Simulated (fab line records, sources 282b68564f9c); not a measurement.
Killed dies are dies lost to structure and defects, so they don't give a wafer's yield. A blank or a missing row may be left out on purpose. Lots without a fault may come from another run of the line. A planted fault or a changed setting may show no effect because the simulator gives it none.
Split-lot experiment | flow rit_cmos | 5 lots, 23 wafers read, on a route of 202 steps

THE SPLIT
At RIT_FOX2_OXIDATION_00 (target thk 350.7 nm, ox time 1130 s), the setting ox_time_s was moved away from the recipe's 1130 s on 15 of the 23 wafers read, by -14.1% to +4.4%. The other wafers ran this setting at the recipe's value.

FROM THE SPLIT TO THE READING: what the file shows between them, 15 steps
- RIT_FOX2_CLEAN_02: cleans in dHF, time 180 s
- RIT_FOX2_WET_ETCH_03: etches Si3N4 in H3PO4, target depth 195 nm, time 2700 s
- RIT_FOX2_THK_MEAS_90
- RIT_PWELL_COAT_01: resist thk 1300 nm (also split here: resist_thk_nm)
- RIT_PWELL_HARDBAKE_07: time 120 s (also split here: temp_c)
- RIT_NRETRO_COAT_01: resist thk 1300 nm (also split here: resist_thk_nm)
- RIT_PRETRO_COAT_01: resist thk 1300 nm (also split here: resist_thk_nm)
- RIT_PRETRO_SOFTBAKE_02: time 60 s
- RIT_PRETRO_EXPOSE_03: exposes mask M5, target cd 43700 nm
- RIT_PRETRO_DEVELOP_05: develop time 68 s
- RIT_PRETRO_HARDBAKE_07: time 120 s
- RIT_PRETRO_IMPLANT_08 (also split here: dose_cm2)
- RIT_PRETRO_STRIP_09: strips in O2, time 180 s
- RIT_GATE_CLEAN_03: cleans in SC2, time 600 s
- RIT_GATE_CLEAN_04: cleans in dHF, time 60 s

THE READING
FIELD_OXIDE_LEFT_2_THK, in nm, at RIT_FOX2_THK_MEAS_91. Fault-free wafers of this fab line usually give 261 nm, standard deviation 5.6 nm.

wafer  | tool, chamber at the split | ox_time_s as run, s | against the recipe | FIELD_OXIDE_LEFT_2_THK, nm | against lot-mates on the recipe
L078.2 | furnace-04, 0              | 1130                | recipe             | 270                        | -
L078.4 | furnace-04, 0              | 1130                | recipe             | 271                        | -
L078.5 | furnace-04, 0              | 1130                | recipe             | 266                        | -
L079.2 | -, -                       | 1045                | -7.5%              | 243                        | no lot-mate on the recipe
L079.3 | -, -                       | 1045                | -7.5%              | 244                        | no lot-mate on the recipe
L079.4 | -, -                       | 1045                | -7.5%              | 242                        | no lot-mate on the recipe
L079.5 | -, -                       | 1045                | -7.5%              | 248                        | no lot-mate on the recipe
L079.6 | -, -                       | 1045                | -7.5%              | 246                        | no lot-mate on the recipe
L080.1 | -, -                       | 970.7               | -14.1%             | 235                        | no lot-mate on the recipe
L080.3 | -, -                       | 970.7               | -14.1%             | 234                        | no lot-mate on the recipe
L080.4 | -, -                       | 970.7               | -14.1%             | 232                        | no lot-mate on the recipe
L080.5 | -, -                       | 970.7               | -14.1%             | 241                        | no lot-mate on the recipe
L080.6 | -, -                       | 970.7               | -14.1%             | 228                        | no lot-mate on the recipe
L081.1 | -, -                       | 1130                | recipe             | 260                        | -
L081.2 | -, -                       | 1130                | recipe             | 260                        | -
L081.3 | -, -                       | 1130                | recipe             | 258                        | -
L081.4 | -, -                       | 1130                | recipe             | 259                        | -
L081.5 | -, -                       | 1130                | recipe             | 263                        | -
L083.1 | -, -                       | 1180                | +4.4%              | 270                        | no lot-mate on the recipe
L083.3 | -, -                       | 1180                | +4.4%              | 265                        | no lot-mate on the recipe
L083.4 | -, -                       | 1180                | +4.4%              | 267                        | no lot-mate on the recipe
L083.5 | -, -                       | 1180                | +4.4%              | 264                        | no lot-mate on the recipe
L083.6 | -, -                       | 1180                | +4.4%              | 269                        | no lot-mate on the recipe

THE FIT
A straight line over all 23 wafers: FIELD_OXIDE_LEFT_2_THK changes by +1.92 nm for each +1% of ox_time_s; r = +0.95; the points scatter about the line by 4.4 nm.
Too few moved wafers have a lot-mate on the recipe to fit a line with each lot's own level taken away.

THE WHOLE CHAIN: every reading that the file lists as answering this split, in the file's order
step                  | what it does                        | reading                                                                           | change (the file's fit)              | r (the file's)
RIT_FOX2_OXIDATION_00 | target thk 350.7 nm, ox time 1130 s | SiO2_of_FOX2_OXIDATION_00.thk_nm (the simulator's own value, which no gauge read) | +1.88 nm for each +1% of the setting | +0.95
RIT_FOX2_THK_MEAS_90  |                                     | FIELD_OXIDE_LEFT_1_THK                                                            | +1.92 for each +1% of the setting    | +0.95
RIT_FOX2_THK_MEAS_91  |                                     | FIELD_OXIDE_LEFT_2_THK                                                            | +1.93 for each +1% of the setting    | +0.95

THE FILE'S OWN FIT
FIELD_OXIDE_LEFT_2_THK changes by +1.93 nm for each +1% of ox_time_s, r = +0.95.
